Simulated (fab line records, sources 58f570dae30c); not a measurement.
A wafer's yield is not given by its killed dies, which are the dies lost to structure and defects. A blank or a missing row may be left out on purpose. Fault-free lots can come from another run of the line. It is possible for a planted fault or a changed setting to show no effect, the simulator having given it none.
Commonality check across tools || flow berkeley-cmos170 || 14 lots, 42 wafers sampled

## REASON IT WAS OPENED
Flagged at UCB170_M3_CD_MEAS_15: reading cd-nm, on 2 of 14 lots. Fault-free wafers read 700.1 nm, with a standard deviation of 1.4.
Rule: a lot is flagged in two cases, either no wafer of it has a number, or all its wafers with numbers fall more than 4 standard deviations from that mean. The rest of the lots are taken to be sound.

{"lot": "L705", "measured": "day 7 15:56", "on": "cd-sem-02", "cd-nm (nm), wafer by wafer": "696.7 697.9 696.6", "flag": ""}
{"lot": "L706", "measured": "day 8 08:08", "on": "cd-sem-01", "cd-nm (nm), wafer by wafer": "699.5 699.4 699.5", "flag": ""}
{"lot": "L707", "measured": "day 8 16:16", "on": "cd-sem-01", "cd-nm (nm), wafer by wafer": "702.4 700.6 702.5", "flag": ""}
{"lot": "L712", "measured": "day 9 03:43", "on": "cd-sem-01", "cd-nm (nm), wafer by wafer": "701.9 701.7 699.4", "flag": ""}
{"lot": "L715", "measured": "day 9 14:43", "on": "cd-sem-01", "cd-nm (nm), wafer by wafer": "699.2 699.6 699.7", "flag": ""}
{"lot": "L714", "measured": "day 9 15:56", "on": "cd-sem-01", "cd-nm (nm), wafer by wafer": "659.7 657.8 659.6", "flag": "FLAGGED"}
{"lot": "L716", "measured": "day 10 02:19", "on": "cd-sem-02", "cd-nm (nm), wafer by wafer": "668.5 668.5 668.7", "flag": "FLAGGED"}
{"lot": "L717", "measured": "day 10 05:48", "on": "cd-sem-01", "cd-nm (nm), wafer by wafer": "701.9 700.9 699.4", "flag": ""}
{"lot": "L719", "measured": "day 10 16:37", "on": "cd-sem-02", "cd-nm (nm), wafer by wafer": "698.5 698.4 699.7", "flag": ""}
{"lot": "L722", "measured": "day 10 20:14", "on": "cd-sem-01", "cd-nm (nm), wafer by wafer": "700.6 703.3 702.0", "flag": ""}
{"lot": "L721", "measured": "day 10 21:10", "on": "cd-sem-01", "cd-nm (nm), wafer by wafer": "699.6 699.7 699.8", "flag": ""}
{"lot": "L723", "measured": "day 11 11:31", "on": "cd-sem-01", "cd-nm (nm), wafer by wafer": "701.8 701.8 702.9", "flag": ""}
{"lot": "L725", "measured": "day 11 21:47", "on": "cd-sem-02", "cd-nm (nm), wafer by wafer": "698.1 697.2 698.1", "flag": ""}
{"lot": "L727", "measured": "day 11 22:24", "on": "cd-sem-02", "cd-nm (nm), wafer by wafer": "699.7 699.9 699.9", "flag": ""}
The numbers of the flagged lots are 663.8 nm on average: -36.3 nm against the usual, or -26 standard deviations.

## WHICH TOOL RAN EACH LOT
The record keeps 1 process step preceding the reading, out of 331 steps on the route. Each cell gives the tool, then ch followed by the chambers the sampled wafers passed through, then the start.
{"lot": "L705", "flag": "", "UCB170_M3_SOFTBAKE_11": "litho-track-02 ch 0, day 7 15:00"}
{"lot": "L706", "flag": "", "UCB170_M3_SOFTBAKE_11": "litho-track-02 ch 0, day 8 06:00"}
{"lot": "L707", "flag": "", "UCB170_M3_SOFTBAKE_11": "litho-track-04 ch 0, day 8 15:00"}
{"lot": "L712", "flag": "", "UCB170_M3_SOFTBAKE_11": "litho-track-04 ch 0, day 9 02:00"}
{"lot": "L715", "flag": "", "UCB170_M3_SOFTBAKE_11": "litho-track-01 ch 0, day 9 14:00"}
{"lot": "L714", "flag": "FLAGGED", "UCB170_M3_SOFTBAKE_11": "litho-track-04 ch 0, day 9 15:00"}
{"lot": "L716", "flag": "FLAGGED", "UCB170_M3_SOFTBAKE_11": "litho-track-04 ch 0, day 10 01:00"}
{"lot": "L717", "flag": "", "UCB170_M3_SOFTBAKE_11": "litho-track-01 ch 0, day 10 05:00"}
{"lot": "L719", "flag": "", "UCB170_M3_SOFTBAKE_11": "litho-track-01 ch 0, day 10 16:00"}
{"lot": "L722", "flag": "", "UCB170_M3_SOFTBAKE_11": "litho-track-02 ch 0, day 10 19:00"}
{"lot": "L721", "flag": "", "UCB170_M3_SOFTBAKE_11": "litho-track-02 ch 0, day 10 20:00"}
{"lot": "L723", "flag": "", "UCB170_M3_SOFTBAKE_11": "litho-track-01 ch 0, day 11 10:00"}
{"lot": "L725", "flag": "", "UCB170_M3_SOFTBAKE_11": "litho-track-02 ch 0, day 11 21:00"}
{"lot": "L727", "flag": "", "UCB170_M3_SOFTBAKE_11": "litho-track-01 ch 0, day 11 21:00"}
These steps, and what they do:
- UCB170_M3_SOFTBAKE_11: time 60 s.
- UCB170_M3_CD_MEAS_15: target cd 700 nm.

## FLAGGED OVER TOTAL, TOOL BY TOOL (the gauges that took the reading come last)
{"step": "UCB170_M3_SOFTBAKE_11", "tool": "litho-track-01", "lots run": 5, "flagged": 0, "share of the flagged lots": "none", "sound lots run after its first flagged lot": "-"}
{"step": "UCB170_M3_SOFTBAKE_11", "tool": "litho-track-02", "lots run": 5, "flagged": 0, "share of the flagged lots": "none", "sound lots run after its first flagged lot": "-"}
{"step": "UCB170_M3_SOFTBAKE_11", "tool": "litho-track-04", "lots run": 4, "flagged": 2, "share of the flagged lots": "all", "sound lots run after its first flagged lot": 0}
{"step": "UCB170_M3_CD_MEAS_15", "tool": "cd-sem-01", "lots run": 9, "flagged": 1, "share of the flagged lots": "some", "sound lots run after its first flagged lot": "4 (L717,L722,L721,L723)"}
{"step": "UCB170_M3_CD_MEAS_15", "tool": "cd-sem-02", "lots run": 5, "flagged": 1, "share of the flagged lots": "some", "sound lots run after its first flagged lot": "3 (L719,L725,L727)"}

## THE TABLE: WHAT IT ALLOWS
1 row of the table ran every flagged lot: litho-track-04 at UCB170_M3_SOFTBAKE_11.
- litho-track-04 at UCB170_M3_SOFTBAKE_11 ran 4 lots, 2 of them flagged. Its last sound lot is L712 (day 9 02:00), its first flagged lot L714 (day 9 15:00): a fault that began between those two fits. Its own readings (heater-power-total-W, plate-temp-C) fall more than 4 standard deviations out on all wafers of the flagged lots.
One tool is left: litho-track-04 at UCB170_M3_SOFTBAKE_11.

## WHAT WAS PUT IN BY THE SIMULATOR
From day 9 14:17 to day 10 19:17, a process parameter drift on litho-track-04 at UCB170_M3_SOFTBAKE_11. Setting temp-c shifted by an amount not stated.
Shown lots that were struck: L714, L716. The same result came from the rule above.
